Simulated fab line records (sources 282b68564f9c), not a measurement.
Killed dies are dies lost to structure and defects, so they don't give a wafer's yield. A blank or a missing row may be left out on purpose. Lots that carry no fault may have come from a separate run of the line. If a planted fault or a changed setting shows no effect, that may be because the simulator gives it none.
A struck lot beside a sound one    flow ritCmos    26 steps out of a route of 202
Sound: the wafers L430.1, L430.3, L430.5. Struck: wafers L434.1, L434.4, L434.5. The cause is named last.
At each step with rows: each side's tool, then ch and its chambers, then its first start. Under that, the readings that differ: sound wafers    struck wafers    difference of the means    sigmas: that difference in standard deviations of wafers without a fault.
alike: words and numbers the same on both sides, and readings whose means are apart by under 2 such deviations; not compared: readings that were withheld, readings missing a value for some wafer, numbers with overlapping values and no deviation given by the record, and bounds like >300 which may hide the same value.
Wherever a step has rows on one side only, a row that says differs or no value, or a row with sigmas, the two part there. Numbers that have no deviation but don't overlap get no sigmas and don't part them. A reading missing from all wafers of one side parts the sides only when that side holds two or more wafers.

first, 1 step without rows for these wafers: RIT_SPACER_CVD_03 (deposits Si3N4 from SiH2Cl2/NH3, target thk 250 nm, time 3300 s).
RIT_SPACER_THK_MEAS_04:
  sound on filmMetro-03, day 4 07:28; struck on filmMetro-03, day 5 01:49
  alike: SPACER_NITRIDE_THK
RIT_SPACER_ETCHBACK_05: etches Si3N4 in SF6/CHF3, stops on SiO2, target depth 250 nm, time 240 s.
  sound on rieDiel-01 ch 0,2,3, day 4 07:31; struck on rieDiel-04 ch 0,1,2, day 5 01:53
  alike: drypumpMotorCurrentA, oesProductAu, throttleValvePct
  not compared: rfHoursCounterH
then, 6 steps without rows for these wafers: RIT_NSD_HMDS_00 (prime time 60 s); RIT_NSD_COAT_01 (resist thk 1000 nm); RIT_NSD_SOFTBAKE_02 (time 60 s); RIT_NSD_EXPOSE_03 (exposes mask M9, target cd 40700 nm); RIT_NSD_PEB_04; RIT_NSD_DEVELOP_05 (develop time 50 s).
RIT_NSD_OVL_MEAS_06:
  sound on overlay-01, day 4 08:34; struck on overlay-01, day 5 03:00
  alike: NSD_OVL
then, 2 steps without rows for these wafers: RIT_NSD_HARDBAKE_07 (time 60 s); RIT_NSD_IMPLANT_08.
RIT_NSD_STRIP_09: strips in O2, time 180 s.
  sound on plasmaAsher-01 ch 0,1, day 4 08:54; struck on plasmaAsher-01 ch 0,1, day 5 03:20
  no value came back on the struck wafers for chamberPressureMTorr (mTorr), drypumpMotorCurrentA (A), timeS (s); on the sound wafers chamberPressureMTorr (mTorr) reads 4003 4001 4003
reading                                  sound  struck           difference  sigmas
model.NOVOLAK_of_NSD_COAT_01.thkNm (nm)  0 0 0  886.1 887.3 884  +885.8      
  not compared: rfHoursCounterH
RIT_NSD_TW_MEAS_10:
  sound on filmMetro-03, day 4 09:05; struck on filmMetro-03, day 5 03:31
  alike: NSD_TW
then, 6 steps without rows for these wafers: RIT_PSD_HMDS_00 (prime time 60 s); RIT_PSD_COAT_01 (resist thk 1000 nm); RIT_PSD_SOFTBAKE_02 (time 60 s); RIT_PSD_EXPOSE_03 (exposes mask M10, target cd 40900 nm); RIT_PSD_PEB_04; RIT_PSD_DEVELOP_05 (develop time 50 s).
RIT_PSD_OVL_MEAS_06:
  sound on overlay-01, day 4 10:07; struck on overlay-01, day 5 04:55
  alike: PSD_OVL
then, 2 steps without rows for these wafers: RIT_PSD_HARDBAKE_07 (time 60 s); RIT_PSD_IMPLANT_08.
RIT_PSD_STRIP_09: strips in O2, time 180 s.
  sound on plasmaAsher-04 ch 0,1, day 4 10:27; struck on plasmaAsher-01 ch 0,1, day 5 05:15
  alike: chamberPressureMTorr, drypumpMotorCurrentA
  not compared: rfHoursCounterH
RIT_PSD_TW_MEAS_10:
  sound on filmMetro-01, day 4 10:38; struck on filmMetro-01, day 5 05:39
reading  sound           struck    difference  sigmas
PSD_TW   3433 3448 3443  30 30 30  -3411       -99 or more
  not compared: hold
RIT_M1_PROBE_99:
  rows exist in the record for the sound wafers here (prober-01, day 4 18:37), none for the struck ones

## WHERE THEY PART
Last at RIT_M1_PROBE_99 as far as this record goes, first at RIT_NSD_STRIP_09.

WHY: what had been put in by the simulator
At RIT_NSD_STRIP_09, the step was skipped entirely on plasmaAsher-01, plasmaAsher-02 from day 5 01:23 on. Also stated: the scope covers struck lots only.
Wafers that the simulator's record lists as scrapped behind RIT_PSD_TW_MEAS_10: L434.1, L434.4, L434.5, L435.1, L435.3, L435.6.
